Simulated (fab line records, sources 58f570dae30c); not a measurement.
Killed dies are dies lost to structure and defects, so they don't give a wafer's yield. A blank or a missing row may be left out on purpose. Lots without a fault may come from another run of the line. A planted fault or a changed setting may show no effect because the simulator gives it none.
Chamber matching | flow berkeley_cmos170 | UCB170_NWELL_ETCH_13 on rie_diel-03: 4 sister chambers
The step etches Si3N4 in CH3F/Ar/O2, stops on SiO2, target depth 246.4 nm, time 154 s. 4 wafers are shown with their chamber, then 7 later ones without.

WAFERS WITH THEIR CHAMBER
wafer  | chamber | throttle_valve_pct (%)
L948.2 | 0       | 7.88
L952.3 | 2       | 8.08
L956.2 | 3       | 8.14
L956.3 | 1       | 8.13

WAFERS WITHOUT THEIR CHAMBER
wafer  | throttle_valve_pct (%)
L956.4 | 8.09
L958.1 | 7.88
L958.3 | 8.09
L958.5 | 8.13
L964.1 | 8.13
L964.3 | 8.08
L964.5 | 8.07

WHICH CHAMBER EACH WENT THROUGH
wafer  | from the rows above     | in truth
L956.4 | 2                       | 2
L958.1 | 0                       | 0
L958.3 | 2                       | 2
L958.5 | can't be placed: 1 or 3 | 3
L964.1 | can't be placed: 1 or 3 | 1
L964.3 | 2                       | 2
L964.5 | 2                       | 2
Placed correctly: 5 of 7. Can't be placed from these rows: 2 (the true chamber is among the candidates in 2). Placed wrongly: 0.
How it was worked out, from the rows above alone: a wafer's distance from a chamber is the root of the sum, over the readings, of the square of ((its reading less the chamber's mean) divided by the reading's scatter). The wafer belongs to the nearest chamber; if the next one is less than 2 further off, it can't be placed. A chamber's mean is the mean of its shown wafers. The scatter: with one shown wafer a chamber, the root of the mean of the squares of how far each hidden wafer lies from its nearest shown one.
